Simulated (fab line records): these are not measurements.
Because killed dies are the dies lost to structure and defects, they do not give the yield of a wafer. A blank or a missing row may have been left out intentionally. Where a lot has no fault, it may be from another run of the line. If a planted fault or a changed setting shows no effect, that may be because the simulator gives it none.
Comparing a struck lot with a sound one -- flow berkeley_cmos170 -- 19 steps out of a route of 331
Sound: wafers L934.2, L934.4, L934.5. Wafers L935.1, L935.2, L935.4 were the ones struck. Last of all comes the cause.
Order at every step that has rows: each side's tool, ch and its chambers, its first start. Under that, the readings that differ: sound wafers -- struck wafers -- difference of the means -- sigmas: that difference in standard deviations of wafers without a fault.
alike: readings with means less than 2 such deviations apart, plus words and numbers identical on both sides. not compared: withheld readings, readings lacking a value on some wafer, bounds such as >300 that could conceal the same value, and numbers that have no deviation in the record and whose values overlap.
A row with sigmas, a row that says differs or no value, or rows on one side alone: a step with any of these is where the two part. Numbers that have no deviation but don't overlap get no sigmas and don't part them. A reading that every wafer of one side lacks parts them only if that side has two wafers or more.

first, 1 step without rows for these wafers: UCB170_ZERO_DEVELOP_05 (develop time 45 s).
UCB170_ZERO_ETCH_06: etches SiO2 in CHF3/CF4/Ar, time 12 s.
  sound on rie_diel-01 ch 0,1, day 3 00:24; struck on rie_diel-01 ch 0,1,3, day 3 07:01
reading,sound,struck,difference,sigmas
chamber_pressure_mTorr (mTorr),100.23 100.03 100.12,99.97 99.93 99.85,-0.21,-2
  alike: drypump_motor_current_A, oes_product_au, throttle_valve_pct
  not compared: rf_hours_counter_h
UCB170_ZERO_STRIP_07: strips in O2.
  sound on plasma_asher-02 ch 0,1, day 3 00:25; struck on plasma_asher-03 ch 0,1, day 3 07:02
  alike: chamber_pressure_mTorr, drypump_motor_current_A, oes_product_au, strip_time_to_endpoint_s
  not compared: rf_hours_counter_h
then, 2 steps without rows for these wafers: UCB170_NWELL_WET_ETCH_00 (etches SiO2 in dHF, time 200 s); UCB170_NWELL_OXIDATION_01 (target thk 26.4 nm, ox time 1260 s).
UCB170_NWELL_THK_MEAS_02:
  sound: film_metro-01 at day 3 04:33; struck: film_metro-03 at day 3 11:39
reading,sound,struck,difference,sigmas
NWELL_OXIDE_THK (nm),26.0 25.7 26.0,27.0 27.5 26.9,+1.2,+2
then, 2 steps without rows for these wafers: UCB170_NWELL_ANNEAL_03 (time 900 s); UCB170_NWELL_CVD_04 (deposits Si3N4 from SiH2Cl2/NH3, target thk 224 nm, time 3360 s).
UCB170_NWELL_THK_MEAS_05:
  sound: film_metro-01 at day 3 14:40; struck: film_metro-03 at day 3 17:49
reading,sound,struck,difference,sigmas
NWELL_NITRIDE_THK (nm),228.3 231.6 230.0,224.3 223.4 221.6,-6.9,-3
then, 3 steps without rows for these wafers: UCB170_NWELL_HMDS_06 (prime time 60 s); UCB170_NWELL_COAT_07 (resist thk 900 nm); UCB170_NWELL_SOFTBAKE_08 (time 60 s).
UCB170_NWELL_EXPOSE_09: exposes mask NWELL, target cd 3000 nm.
  sound on krf_scanner-01 ch 0, day 3 16:18; struck on krf_scanner-02 ch 0, day 3 18:26
reading,sound,struck,difference,sigmas
mask,NWELL#0 NWELL#0 NWELL#0,NWELL_R1#0 NWELL_R1#0 NWELL_R1#0,differs,
then, 2 steps without rows for these wafers: UCB170_NWELL_PEB_10; UCB170_NWELL_DEVELOP_11 (develop time 45 s).
UCB170_NWELL_OVL_MEAS_12:
  sound: overlay-01 at day 3 17:04; struck: overlay-01 at day 3 18:50
  alike: NWELL_OVL
UCB170_NWELL_ETCH_13: etches Si3N4 in CH3F/Ar/O2, stops on SiO2, target depth 246.4 nm, time 154 s.
  sound on rie_diel-01 ch 0,1,2, day 3 17:05; struck on rie_diel-01 ch 0,1,3, day 3 18:52
reading,sound,struck,difference,sigmas
model.NWELL.cd_nm (nm),2998 3000 3000,2642 2642 2642,-357,
  alike: chamber_pressure_mTorr, drypump_motor_current_A, oes_product_au, throttle_valve_pct
  not compared: rf_hours_counter_h
next, for these wafers, 1 step has no rows: UCB170_NWELL_IMPLANT_14.
-- the record jumps here: 5 days lie between the struck wafers' starts before and after (it left off in module NWELL and takes up again in module M3, whose first step shown is number 331 of the route) --
UCB170_M3_PROBE_99:
  sound: prober-02 at day 9 03:04; struck: prober-01 at day 9 03:34
reading,sound,struck,difference,sigmas
model.etest.nwell.width_nm (nm),2367 2371,2068 2079 2073,-296,
model.etest.nwell.line_ohm_um,365 365.9,421.8 423.1 424,+57.5,
model.etest.iso_pplus_pwell.bv_v (V),24.03 23.94,20.68 20.88 20.87,-3.18,
  not compared: model.etest.iso_nplus_nwell.lateral_log10_a_um

## WHERE THEY PART
At UCB170_ZERO_ETCH_06 first; at UCB170_NWELL_EXPOSE_09 last (within this record only). Later steps at which nothing parts them and some readings are alike: UCB170_NWELL_OVL_MEAS_12, UCB170_NWELL_ETCH_13.

WHY: whatever the simulator had introduced
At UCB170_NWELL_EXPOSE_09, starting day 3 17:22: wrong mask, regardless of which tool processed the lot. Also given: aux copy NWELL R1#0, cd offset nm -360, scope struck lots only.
